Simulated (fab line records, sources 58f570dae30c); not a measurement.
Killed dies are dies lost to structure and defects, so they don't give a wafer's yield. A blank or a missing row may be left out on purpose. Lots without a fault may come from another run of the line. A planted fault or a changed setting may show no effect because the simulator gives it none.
A struck lot beside a sound one | flow berkeley_cmos170 | 16 steps out of a route of 331
Sound: wafers L666.2, L666.4, L666.6. Struck: wafers L668.3, L668.4, L668.5. The cause comes at the end.
At each step with rows: each side's tool, then ch and its chambers, then its first start. Under that, the readings that differ: sound wafers | struck wafers | difference of the means | sigmas: that difference in standard deviations of wafers without a fault.
alike: readings whose means differ by less than 2 such deviations, and words and numbers that are the same on both sides. not compared: withheld readings, readings that some wafer has no value for, bounds like >300 that may hide the same value, and numbers for which the record gives no deviation and whose values overlap.
The two part at a step that has a row with sigmas, a row that says differs or no value, or rows on one side only. Numbers that don't overlap but have no deviation are shown without sigmas and don't part them. A reading that every wafer of one side lacks parts them only if that side has two wafers or more.

first, 2 steps without rows for these wafers: UCB170_M2_COAT_05 (resist thk 900 nm); UCB170_M2_SOFTBAKE_06 (time 60 s).
UCB170_M2_STRIP_07: strips in O2.
  sound on plasma_asher-04 ch 0,1, day 8 12:46; struck on plasma_asher-02 ch 0,1, day 9 05:36
  alike: drypump_motor_current_A, oes_product_au, strip_time_to_endpoint_s
  not compared: rf_hours_counter_h
then, 7 steps without rows for these wafers: UCB170_M2_STRIP_08 (strips KrF in DMSO, time 600 s); UCB170_M2_COAT_09; UCB170_M2_COAT_10 (resist thk 900 nm); UCB170_M2_SOFTBAKE_11 (time 60 s); UCB170_M2_EXPOSE_12 (exposes mask METAL2, target cd 700 nm); UCB170_M2_PEB_13; UCB170_M2_DEVELOP_14 (develop time 45 s).
UCB170_M2_CD_MEAS_15: target cd 700 nm.
  sound on cd_sem-02, day 8 14:16; struck on cd_sem-02, day 9 06:56
  alike: cd_nm
UCB170_M2_OVL_MEAS_16:
  sound on overlay-02, day 8 14:22; struck on overlay-02, day 9 07:01
  alike: M2_OVL
UCB170_M2_ETCH_17: etches BARC in N2/H2.
  sound on rie_diel-01 ch 1,3, day 8 14:24; struck on rie_diel-04 ch 0,1,3, day 9 07:03
  no value came back on the struck wafers for any of 5 readings (bias_w (W), chamber_pressure_mTorr (mTorr) and others); on the sound wafers bias_w (W) reads 100.3 100.8 100.2
UCB170_M2_METAL_ETCH_18: etches Al in Cl2/BCl3, stops on SiO2, target depth 1170 nm, time 195 s.
  sound on rie_metal-03 ch 0,1, day 8 14:26; struck on rie_metal-01 ch 0,1, day 9 07:09
  reading               | sound             | struck            | difference | sigmas
  oes_product_au (a.u.) | 0.847 0.858 0.848 | 0.374 0.383 0.377 | -0.473     | -58
  alike: bcl3_flow_sccm, bias_w, drypump_motor_current_A, throttle_valve_pct
  not compared: rf_hours_counter_h
UCB170_M2_STRIP_19: strips in O2.
  sound on plasma_asher-01 ch 0,1, day 8 14:37; struck on plasma_asher-02 ch 0,1, day 9 07:19
  alike: drypump_motor_current_A, oes_product_au
  not compared: rf_hours_counter_h
UCB170_M2_CD_MEAS_90: target cd 700 nm.
  sound on cd_sem-02, day 8 14:44; struck on cd_sem-02, day 9 07:25
  reading    | sound       | struck | difference                    | sigmas
  cd_nm (nm) | 688 694 696 | - - -  | no value on the struck wafers |

WHERE THEY PART
First at UCB170_M2_ETCH_17; last, within this record, at UCB170_M2_CD_MEAS_90.

WHY: what the simulator had put in
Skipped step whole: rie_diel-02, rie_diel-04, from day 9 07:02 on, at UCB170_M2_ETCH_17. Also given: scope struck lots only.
